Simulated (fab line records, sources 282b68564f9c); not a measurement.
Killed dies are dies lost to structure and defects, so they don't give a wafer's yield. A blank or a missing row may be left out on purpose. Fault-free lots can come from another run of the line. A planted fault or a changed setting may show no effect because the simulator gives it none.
Which of the tools did it? / flow rit_cmos / 39 wafers from 13 lots sampled at 5 of the route's 202 steps

== WHAT THE GAUGES READ, wafer by wafer ==
RIT_GATE_CD_MEAS_90 targets a cd of 150 nm. Usual: 149.9 nm for cd_nm, sd 2.8.
lot=L867; measured=day 2 13:26; on=cd_sem-01; cd_nm (nm)=144.3 145.3 144.5; flag=
lot=L868; measured=day 2 18:35; on=cd_sem-02; cd_nm (nm)=152.3 152.5 153.0; flag=
lot=L869; measured=day 3 00:01; on=cd_sem-01; cd_nm (nm)=149.4 150.8 151.3; flag=
lot=L871; measured=day 3 08:33; on=cd_sem-02; cd_nm (nm)=149.5 148.4 150.2; flag=
lot=L872; measured=day 3 14:59; on=cd_sem-02; cd_nm (nm)=155.2 152.2 151.3; flag=
lot=L874; measured=day 4 01:01; on=cd_sem-02; cd_nm (nm)=150.0 149.9 149.9; flag=
lot=L879; measured=day 5 03:15; on=cd_sem-01; cd_nm (nm)=148.8 151.6 150.5; flag=
lot=L881; measured=day 5 10:59; on=cd_sem-02; cd_nm (nm)=153.7 151.7 153.8; flag=
lot=L883; measured=day 5 22:33; on=cd_sem-02; cd_nm (nm)=150.1 149.0 149.5; flag=
lot=L884; measured=day 6 02:04; on=cd_sem-02; cd_nm (nm)=148.0 148.2 152.5; flag=
lot=L887; measured=day 6 22:01; on=cd_sem-02; cd_nm (nm)=148.3 146.3 150.2; flag=
lot=L889; measured=day 7 03:58; on=cd_sem-02; cd_nm (nm)=149.6 150.6 147.3; flag=
lot=L890; measured=day 7 10:31; on=cd_sem-02; cd_nm (nm)=150.1 150.9 151.9; flag=

RIT_M1_CD_MEAS_90 targets a cd of 2600 nm. Usual: 2599.9 nm for cd_nm, sd 2.7.
lot=L867; measured=day 3 07:23; on=cd_sem-02; cd_nm (nm)=2598.9 2600.0 2597.6; flag=
lot=L868; measured=day 3 12:49; on=cd_sem-02; cd_nm (nm)=2597.1 2595.8 2599.4; flag=
lot=L869; measured=day 3 17:32; on=cd_sem-02; cd_nm (nm)=2601.1 2599.9 2599.8; flag=
lot=L871; measured=day 4 02:14; on=cd_sem-02; cd_nm (nm)=2601.5 2596.9 2602.7; flag=
lot=L872; measured=day 4 09:06; on=cd_sem-02; cd_nm (nm)=2599.8 2598.9 2599.6; flag=
lot=L874; measured=day 4 19:02; on=cd_sem-02; cd_nm (nm)=2597.6 2599.4 2601.4; flag=
lot=L879; measured=day 5 21:09; on=cd_sem-01; cd_nm (nm)=2587.5 2589.1 2587.0; flag=OFF
lot=L881; measured=day 6 07:15; on=cd_sem-02; cd_nm (nm)=2594.9 2596.5 2596.1; flag=
lot=L883; measured=day 6 16:23; on=cd_sem-02; cd_nm (nm)=2600.3 2600.5 2599.2; flag=
lot=L884; measured=day 6 19:59; on=cd_sem-02; cd_nm (nm)=2601.2 2599.3 2602.4; flag=
lot=L887; measured=day 7 15:45; on=cd_sem-02; cd_nm (nm)=2600.9 2601.7 2601.9; flag=
lot=L889; measured=day 7 23:12; on=cd_sem-02; cd_nm (nm)=2600.7 2599.3 2598.2; flag=
lot=L890; measured=day 8 04:15; on=cd_sem-02; cd_nm (nm)=2603.2 2601.5 2604.3; flag=

== TOOL THAT RAN EACH LOT (tool first, then ch and the chambers of the sampled wafers, then the start) ==
lot=L867; RIT_PWELL_STRIP_09=plasma_asher-02 ch 0,1, day 1 22:47; RIT_PLDD_STRIP_09=plasma_asher-03 ch 0,1, day 2 19:26; RIT_M1_METAL_ETCH_12=rie_metal-03 ch 0,1, day 3 06:53
lot=L868; RIT_PWELL_STRIP_09=plasma_asher-04 ch 0,1, day 2 04:31; RIT_PLDD_STRIP_09=plasma_asher-01 ch 0,1, day 3 01:01; RIT_M1_METAL_ETCH_12=rie_metal-02 ch 0,1, day 3 12:17
lot=L869; RIT_PWELL_STRIP_09=plasma_asher-04 ch 0,1, day 2 08:34; RIT_PLDD_STRIP_09=plasma_asher-01 ch 0,1, day 3 05:48; RIT_M1_METAL_ETCH_12=rie_metal-01 ch 0,1, day 3 16:59
lot=L871; RIT_PWELL_STRIP_09=plasma_asher-04 ch 0,1, day 2 18:16; RIT_PLDD_STRIP_09=plasma_asher-03 ch 1, day 3 14:17; RIT_M1_METAL_ETCH_12=rie_metal-02 ch 0,1, day 4 01:43
lot=L872; RIT_PWELL_STRIP_09=plasma_asher-02 ch 0,1, day 3 01:01; RIT_PLDD_STRIP_09=plasma_asher-01 ch 0,1, day 3 20:53; RIT_M1_METAL_ETCH_12=rie_metal-01 ch 0,1, day 4 08:31
lot=L874; RIT_PWELL_STRIP_09=plasma_asher-01 ch 0,1, day 3 10:02; RIT_PLDD_STRIP_09=plasma_asher-03 ch 0,1, day 4 07:03; RIT_M1_METAL_ETCH_12=rie_metal-02 ch 0,1, day 4 18:32
lot=L879; RIT_PWELL_STRIP_09=plasma_asher-02 ch 0,1, day 4 10:37; RIT_PLDD_STRIP_09=plasma_asher-04 ch 0,1, day 5 09:16; RIT_M1_METAL_ETCH_12=rie_metal-03 ch 0,1, day 5 20:37
lot=L881; RIT_PWELL_STRIP_09=plasma_asher-02 ch 0,1, day 4 20:30; RIT_PLDD_STRIP_09=plasma_asher-03 ch 0,1, day 5 18:55; RIT_M1_METAL_ETCH_12=rie_metal-01 ch 0,1, day 6 06:44
lot=L883; RIT_PWELL_STRIP_09=plasma_asher-04 ch 0,1, day 5 08:52; RIT_PLDD_STRIP_09=plasma_asher-04 ch 0,1, day 6 04:32; RIT_M1_METAL_ETCH_12=rie_metal-02 ch 0,1, day 6 15:52
lot=L884; RIT_PWELL_STRIP_09=plasma_asher-04 ch 0,1, day 5 12:15; RIT_PLDD_STRIP_09=plasma_asher-01 ch 0,1, day 6 08:12; RIT_M1_METAL_ETCH_12=rie_metal-01 ch 0,1, day 6 19:29
lot=L887; RIT_PWELL_STRIP_09=plasma_asher-01 ch 0,1, day 6 04:56; RIT_PLDD_STRIP_09=plasma_asher-03 ch 0,1, day 7 03:50; RIT_M1_METAL_ETCH_12=rie_metal-02 ch 0,1, day 7 15:13
lot=L889; RIT_PWELL_STRIP_09=plasma_asher-01 ch 0,1, day 6 12:16; RIT_PLDD_STRIP_09=plasma_asher-03 ch 0,1, day 7 11:01; RIT_M1_METAL_ETCH_12=rie_metal-01 ch 1, day 7 22:40
lot=L890; RIT_PWELL_STRIP_09=plasma_asher-04 ch 0,1, day 6 17:32; RIT_PLDD_STRIP_09=plasma_asher-03 ch 0,1, day 7 16:41; RIT_M1_METAL_ETCH_12=rie_metal-02 ch 1, day 8 03:43
- RIT_PWELL_STRIP_09: strips in O2, time 180 s.
- RIT_PLDD_STRIP_09: strips in O2, time 180 s.
- RIT_M1_METAL_ETCH_12: etches Al in Cl2/BCl3, stops on SiO2, time 165 s, target depth 600 nm.

== AS READ BY THE TOOLS THEMSELVES (means over the sampled wafers that have a number; for cases with no such wafer, the mark the record gives instead) ==
RIT_PWELL_STRIP_09. Usual: drypump_motor_current_A 5.8 A, standard deviation 0.51; rf_refl_power_W 6.6 W, standard deviation 1.7.
lot=L867; tool=plasma_asher-02; drypump_motor_current_A (A)=5.4; rf_refl_power_W (W)=8.2; flag=
lot=L868; tool=plasma_asher-04; drypump_motor_current_A (A)=6.3; rf_refl_power_W (W)=6.3; flag=
lot=L869; tool=plasma_asher-04; drypump_motor_current_A (A)=6.3; rf_refl_power_W (W)=6.1; flag=
lot=L871; tool=plasma_asher-04; drypump_motor_current_A (A)=6.3; rf_refl_power_W (W)=6.4; flag=
lot=L872; tool=plasma_asher-02; drypump_motor_current_A (A)=5.4; rf_refl_power_W (W)=8.3; flag=
lot=L874; tool=plasma_asher-01; drypump_motor_current_A (A)=5.5; rf_refl_power_W (W)=4.9; flag=
lot=L879; tool=plasma_asher-02; drypump_motor_current_A (A)=5.4; rf_refl_power_W (W)=8.3; flag=
lot=L881; tool=plasma_asher-02; drypump_motor_current_A (A)=5.4; rf_refl_power_W (W)=8.3; flag=
lot=L883; tool=plasma_asher-04; drypump_motor_current_A (A)=6.3; rf_refl_power_W (W)=7.4; flag=
lot=L884; tool=plasma_asher-04; drypump_motor_current_A (A)=6.3; rf_refl_power_W (W)=6.2; flag=
lot=L887; tool=plasma_asher-01; drypump_motor_current_A (A)=5.2; rf_refl_power_W (W)=5.1; flag=
lot=L889; tool=plasma_asher-01; drypump_motor_current_A (A)=5.4; rf_refl_power_W (W)=5.1; flag=
lot=L890; tool=plasma_asher-04; drypump_motor_current_A (A)=6.3; rf_refl_power_W (W)=7.1; flag=

RIT_PLDD_STRIP_09. Usual: drypump_motor_current_A 5.5 A, standard deviation 0.56; rf_refl_power_W 5.5 W, standard deviation 0.99.
lot=L867; tool=plasma_asher-03; drypump_motor_current_A (A)=5.6; rf_refl_power_W (W)=4.9; flag=
lot=L868; tool=plasma_asher-01; drypump_motor_current_A (A)=5.2; rf_refl_power_W (W)=5.2; flag=
lot=L869; tool=plasma_asher-01; drypump_motor_current_A (A)=5.5; rf_refl_power_W (W)=5.0; flag=
lot=L871; tool=plasma_asher-03; drypump_motor_current_A (A)=5.9; rf_refl_power_W (W)=4.7; flag=
lot=L872; tool=plasma_asher-01; drypump_motor_current_A (A)=5.5; rf_refl_power_W (W)=5.1; flag=
lot=L874; tool=plasma_asher-03; drypump_motor_current_A (A)=5.2; rf_refl_power_W (W)=5.5; flag=
lot=L879; tool=plasma_asher-04; drypump_motor_current_A (A)=6.3; rf_refl_power_W (W)=7.2; flag=
lot=L881; tool=plasma_asher-03; drypump_motor_current_A (A)=5.2; rf_refl_power_W (W)=5.3; flag=
lot=L883; tool=plasma_asher-04; drypump_motor_current_A (A)=6.3; rf_refl_power_W (W)=7.4; flag=
lot=L884; tool=plasma_asher-01; drypump_motor_current_A (A)=5.5; rf_refl_power_W (W)=5.1; flag=
lot=L887; tool=plasma_asher-03; drypump_motor_current_A (A)=5.2; rf_refl_power_W (W)=5.4; flag=
lot=L889; tool=plasma_asher-03; drypump_motor_current_A (A)=5.2; rf_refl_power_W (W)=5.5; flag=
lot=L890; tool=plasma_asher-03; drypump_motor_current_A (A)=5.2; rf_refl_power_W (W)=5.5; flag=

RIT_M1_METAL_ETCH_12. Usual: drypump_motor_current_A 6.04 A, standard deviation 0.22; oes_product_au 0.776 a.u., standard deviation 0.014; throttle_valve_pct 8.30 %, standard deviation 0.11.
lot=L867; tool=rie_metal-03; drypump_motor_current_A (A)=5.98; oes_product_au (a.u.)=0.770; throttle_valve_pct (%)=8.26; flag=
lot=L868; tool=rie_metal-02; drypump_motor_current_A (A)=6.22; oes_product_au (a.u.)=0.772; throttle_valve_pct (%)=8.47; flag=
lot=L869; tool=rie_metal-01; drypump_motor_current_A (A)=5.96; oes_product_au (a.u.)=0.781; throttle_valve_pct (%)=8.24; flag=
lot=L871; tool=rie_metal-02; drypump_motor_current_A (A)=5.95; oes_product_au (a.u.)=0.768; throttle_valve_pct (%)=8.39; flag=
lot=L872; tool=rie_metal-01; drypump_motor_current_A (A)=6.01; oes_product_au (a.u.)=0.778; throttle_valve_pct (%)=8.23; flag=
lot=L874; tool=rie_metal-02; drypump_motor_current_A (A)=5.98; oes_product_au (a.u.)=0.777; throttle_valve_pct (%)=8.38; flag=
lot=L879; tool=rie_metal-03; drypump_motor_current_A (A)=6.00; oes_product_au (a.u.)=0.769; throttle_valve_pct (%)=8.25; flag=
lot=L881; tool=rie_metal-01; drypump_motor_current_A (A)=6.03; oes_product_au (a.u.)=0.779; throttle_valve_pct (%)=8.23; flag=
lot=L883; tool=rie_metal-02; drypump_motor_current_A (A)=5.97; oes_product_au (a.u.)=0.771; throttle_valve_pct (%)=8.39; flag=
lot=L884; tool=rie_metal-01; drypump_motor_current_A (A)=5.99; oes_product_au (a.u.)=0.790; throttle_valve_pct (%)=8.25; flag=
lot=L887; tool=rie_metal-02; drypump_motor_current_A (A)=6.00; oes_product_au (a.u.)=0.769; throttle_valve_pct (%)=8.39; flag=
lot=L889; tool=rie_metal-01; drypump_motor_current_A (A)=5.90; oes_product_au (a.u.)=0.800; throttle_valve_pct (%)=8.28; flag=
lot=L890; tool=rie_metal-02; drypump_motor_current_A (A)=6.40; oes_product_au (a.u.)=0.765; throttle_valve_pct (%)=8.54; flag=

== THE ANSWER, worked out from the rows above alone ==
Rule: a lot is off if the mean of its wafers that have a number lies more than 3 standard deviations from the usual mean. A lot without any number at a reading at which 4 lots or more have one is off too. Any other lot the step has rows for is counted as sound. After the gauges, taken in route order, come the tools' own readings; for these a lot's mean is taken, as printed above. At the first step where some lot is off, the reading lying furthest off is the one used; lots without a number count as furthest.
Off at RIT_M1_CD_MEAS_90 (cd_nm): L879.
If a tool, at a process step before that reading, ran all the lots that are off and no sound lot after the first of them, it fits. Gauges at RIT_M1_CD_MEAS_90: tried the same way as those tools. 2 tools fit, rie_metal-03 at RIT_M1_METAL_ETCH_12 and cd_sem-01 at RIT_M1_CD_MEAS_90, so this cannot tell which one it is.

== WHAT THE SIMULATOR PUT IN ==
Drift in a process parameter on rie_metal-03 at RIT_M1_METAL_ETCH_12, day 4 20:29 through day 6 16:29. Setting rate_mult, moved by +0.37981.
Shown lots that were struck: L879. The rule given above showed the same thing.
